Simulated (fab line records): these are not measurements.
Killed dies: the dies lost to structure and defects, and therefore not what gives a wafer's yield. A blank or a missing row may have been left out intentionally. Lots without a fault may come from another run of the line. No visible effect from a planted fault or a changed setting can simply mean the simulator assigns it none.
Which tool was responsible? | flow rit cmos | Sampling: 14 lots, 42 wafers, 6 of 202 route steps

WHAT THE GAUGES SHOWED, per wafer
RIT_ACTIVE_THK_MEAS_04.
lot  | measured    | on            | ACTIVE_NITRIDE_THK (nm)
L393 | day 1 19:08 | film metro-02 | 150.9 150.7 150.0
L394 | day 1 23:32 | film metro-02 | 148.3 148.1 147.0
L395 | day 2 05:08 | film metro-02 | 150.6 149.0 148.9
L396 | day 2 10:05 | film metro-04 | 149.5 150.4 149.2
L397 | day 2 15:47 | film metro-04 | 148.4 148.8 148.8
L398 | day 2 19:32 | film metro-03 | 150.4 149.1 149.8
L400 | day 3 05:42 | film metro-02 | 146.5 145.2 146.7
L404 | day 4 02:29 | film metro-04 | 251.4 251.5 251.8
L405 | day 4 07:37 | film metro-02 | 251.1 250.3 251.4
L406 | day 4 12:31 | film metro-03 | 148.1 149.7 149.6
L408 | day 4 21:33 | film metro-02 | 149.4 149.0 147.9
L409 | day 5 02:52 | film metro-03 | 150.4 150.3 152.0
L410 | day 5 08:34 | film metro-04 | 150.1 150.5 149.4
L414 | day 6 04:26 | film metro-04 | 149.2 149.4 148.9

RIT_PWELL_OVL_MEAS_06.
lot  | measured    | on         | PWELL_OVL (nm)
L393 | day 2 05:02 | overlay-01 | -2.1 -2.7 -3.0
L394 | day 2 08:13 | overlay-02 | -2.3 -1.7 -1.3
L395 | day 2 16:34 | overlay-01 | 2.7 2.9 0.8
L396 | day 2 19:34 | overlay-01 | -1.3 -0.4 0.9
L397 | day 3 04:02 | overlay-01 | 1.9 1.3 0.9
L398 | day 3 07:12 | overlay-01 | 2.0 1.5 1.0
L400 | day 3 14:37 | overlay-02 | 0.4 -0.8 -0.1
L406 | day 4 21:59 | overlay-02 | -0.4 -1.3 -0.2
L408 | day 5 06:23 | overlay-01 | -1.0 -0.7 0.4
L409 | day 5 11:41 | overlay-02 | 0.7 -2.0 -1.6
L410 | day 5 18:02 | overlay-01 | 0.6 1.0 2.1
L414 | day 6 13:00 | overlay-01 | 1.4 0.2 1.9

RIT_PLDD_TW_MEAS_10.
lot  | measured    | on            | PLDD_TW
L393 | day 3 01:54 | film metro-04 | 2362 2375 2366
L394 | day 3 06:50 | film metro-04 | 2362 2357 2357
L395 | day 3 14:35 | film metro-03 | 2375 2364 2367
L396 | day 3 16:46 | film metro-03 | 2367 2359 2363
L397 | day 4 03:40 | film metro-03 | 2349 2357 2360
L398 | day 4 05:49 | film metro-04 | 2358 2352 2360
L400 | day 4 13:52 | film metro-03 | 2362 2370 2356
L406 | day 5 20:13 | film metro-03 | 2367 2364 2371
L408 | day 6 04:14 | film metro-02 | 2336 2328 2345
L409 | day 6 09:48 | film metro-04 | 2380 2388 2384
L410 | day 6 16:01 | film metro-02 | 2337 2343 2345
L414 | day 7 11:53 | film metro-02 | 2340 2339 2359

WHICH TOOL RAN EACH LOT (tool, then ch and the chambers of the sampled wafers, then the start)
lot  | RIT_ACTIVE_CVD_03          | RIT_ACTIVE_ETCH_13                | RIT_PRETRO_STRIP_09
L393 | lpcvd-02 ch 1, day 1 17:43 | rie diel-02 ch 0,1,2, day 1 20:44 | plasma asher-03 ch 0,1, day 2 14:41
L394 | lpcvd-02 ch 1, day 1 22:07 | rie diel-03 ch 0,1,3, day 2 00:50 | plasma asher-02 ch 0, day 2 17:09
L395 | lpcvd-01 ch 0, day 2 03:41 | rie diel-04 ch 2,3, day 2 06:25   | plasma asher-04 ch 0,1, day 3 01:51
L396 | lpcvd-01 ch 1, day 2 08:40 | rie diel-04 ch 0,1,2, day 2 11:23 | plasma asher-04 ch 0,1, day 3 04:49
L397 | lpcvd-01 ch 1, day 2 14:22 | rie diel-03 ch 0,3, day 2 17:08   | plasma asher-04 ch 0,1, day 3 13:02
L398 | lpcvd-01 ch 0, day 2 18:07 | rie diel-02 ch 0,2,3, day 2 20:43 | plasma asher-03 ch 0,1, day 3 17:22
L400 | lpcvd-02 ch 1, day 3 04:17 | rie diel-02 ch 0,1,3, day 3 07:03 | plasma asher-02 ch 0, day 4 01:01
L404 | lpcvd-01 ch 0, day 4 00:21 | rie diel-03 ch 0,2,3, day 4 03:47 | -
L405 | lpcvd-01 ch 0, day 4 06:11 | rie diel-04 ch 2,3, day 4 08:54   | -
L406 | lpcvd-02 ch 1, day 4 11:04 | rie diel-02 ch 1,2,3, day 4 13:40 | plasma asher-03 ch 0,1, day 5 07:52
L408 | lpcvd-02 ch 1, day 4 20:07 | rie diel-03 ch 0,3, day 4 22:50   | plasma asher-03 ch 0,1, day 5 16:16
L409 | lpcvd-01 ch 1, day 5 01:28 | rie diel-02 ch 0,1,2, day 5 04:03 | plasma asher-04 ch 0,1, day 5 21:37
L410 | lpcvd-02 ch 1, day 5 06:26 | rie diel-02 ch 1,2,3, day 5 09:55 | plasma asher-03 ch 0,1, day 6 03:08
L414 | lpcvd-02 ch 0, day 6 03:00 | rie diel-03 ch 0,1,2, day 6 05:39 | plasma asher-04 ch 0,1, day 6 22:34
- RIT_ACTIVE_CVD_03: deposits Si3N4 from SiH2Cl2/NH3, target thk 150 nm, time 1500 s.
- RIT_ACTIVE_ETCH_13: etches Si3N4 in SF6, stops on SiO2, time 210 s, target depth 210 nm.
- RIT_PRETRO_STRIP_09: strips in O2, time 180 s.

AS READ BY THE TOOLS THEMSELVES (means over the sampled wafers that have a number; for cases with no such wafer, the mark the record gives instead)
RIT_ACTIVE_CVD_03.
lot  | tool     | sih2cl2 flow sccm (sccm) | spike tc centre C (C) | spike tc load C (C) | spike tc source C (C) | susceptor temp C (C) | zone power load pct (%)
L393 | lpcvd-02 | 59.97                    | 814.0                 | 830                 | 830.7                 | 809.9                | 22
L394 | lpcvd-02 | 59.99                    | 812.2                 | 830                 | 832.0                 | 810.2                | 22
L395 | lpcvd-01 | 59.89                    | 813.7                 | 831                 | 831.6                 | 810.8                | 25
L396 | lpcvd-01 | 60.03                    | 810.5                 | 837                 | 832.2                 | 810.2                | 17
L397 | lpcvd-01 | 60.21                    | 811.2                 | 837                 | 832.6                 | 810.1                | 17
L398 | lpcvd-01 | 60.05                    | 812.5                 | 832                 | 830.2                 | 810.1                | 25
L400 | lpcvd-02 | 59.92                    | 810.8                 | 830                 | 831.1                 | 810.1                | 22
L404 | lpcvd-01 | 59.81                    | 856.9                 | 876                 | 875.1                 | 855.2                | 28
L405 | lpcvd-01 | 59.99                    | 857.5                 | 876                 | 875.2                 | 855.2                | 28
L406 | lpcvd-02 | 60.07                    | 813.0                 | 829                 | 830.9                 | 809.9                | 22
L408 | lpcvd-02 | 59.84                    | 813.1                 | 830                 | 830.4                 | 809.9                | 22
L409 | lpcvd-01 | 60.17                    | 811.8                 | 838                 | 832.3                 | 810.2                | 17
L410 | lpcvd-02 | 60.13                    | 812.0                 | 830                 | 830.6                 | 810.0                | 22
L414 | lpcvd-02 | 60.22                    | 812.0                 | 837                 | 831.2                 | 809.7                | 20

RIT_ACTIVE_ETCH_13.
lot  | tool        | drypump motor current A (A) | oes product au (a.u.) | throttle valve pct (%)
L393 | rie diel-02 | 5.9                         | 0.826                 | 7.55
L394 | rie diel-03 | 5.4                         | 0.811                 | 7.35
L395 | rie diel-04 | 5.8                         | 0.813                 | 7.58
L396 | rie diel-04 | 5.7                         | 0.817                 | 7.55
L397 | rie diel-03 | 5.9                         | 0.827                 | 7.39
L398 | rie diel-02 | 5.9                         | 0.839                 | 7.63
L400 | rie diel-02 | 5.6                         | 0.821                 | 7.60
L404 | rie diel-03 | 5.9                         | 1.018                 | 7.44
L405 | rie diel-04 | 6.2                         | 0.992                 | 7.63
L406 | rie diel-02 | 5.6                         | 0.828                 | 7.52
L408 | rie diel-03 | 5.8                         | 0.820                 | 7.35
L409 | rie diel-02 | 5.9                         | 0.832                 | 7.55
L410 | rie diel-02 | 5.6                         | 0.828                 | 7.52
L414 | rie diel-03 | 5.5                         | 0.815                 | 7.41

RIT_PRETRO_STRIP_09.
lot  | tool            | drypump motor current A (A)
L393 | plasma asher-03 | 5.6
L394 | plasma asher-02 | 5.9
L395 | plasma asher-04 | 5.6
L396 | plasma asher-04 | 5.6
L397 | plasma asher-04 | 5.5
L398 | plasma asher-03 | 5.3
L400 | plasma asher-02 | 5.9
L406 | plasma asher-03 | 5.6
L408 | plasma asher-03 | 5.6
L409 | plasma asher-04 | 5.5
L410 | plasma asher-03 | 5.2
L414 | plasma asher-04 | 5.5

THE ANSWER, worked out from the rows above alone
Rule: the usual values come from the lots themselves. Put in order of their means at a reading, lots are off if they are a third of the lots or fewer, leave a main group of 4 or more, and stand apart from it by a gap of 3 or more times the standard deviation of the main group's means; of several such gaps the widest counts. Not used: any main group whose means are identical at the precision the tables above print for the reading. Also off: a lot with no number at a reading for which 4 or more lots have one. Any other lot the step has rows for is counted as sound. After the gauges, taken in route order, come the tools' own readings; for these a lot's mean is taken, as printed above. At the first step where some lot is off, the reading lying furthest off is the one used; lots without a number count as furthest.
Off: L404, L405, seen at RIT_ACTIVE_THK_MEAS_04 (ACTIVE_NITRIDE_THK). The main group: mean 149.2 nm, standard deviation 1.2.
A tool fits if, at a process step before that reading, it ran every lot that is off, and no sound lot after the first of them. The gauges at RIT_ACTIVE_THK_MEAS_04 aren't tried: what is off there is off at RIT_ACTIVE_CVD_03 too, on other tools, and a gauge's error can't cause that. Of those tried, none fits.

WHAT WAS PUT IN BY THE SIMULATOR
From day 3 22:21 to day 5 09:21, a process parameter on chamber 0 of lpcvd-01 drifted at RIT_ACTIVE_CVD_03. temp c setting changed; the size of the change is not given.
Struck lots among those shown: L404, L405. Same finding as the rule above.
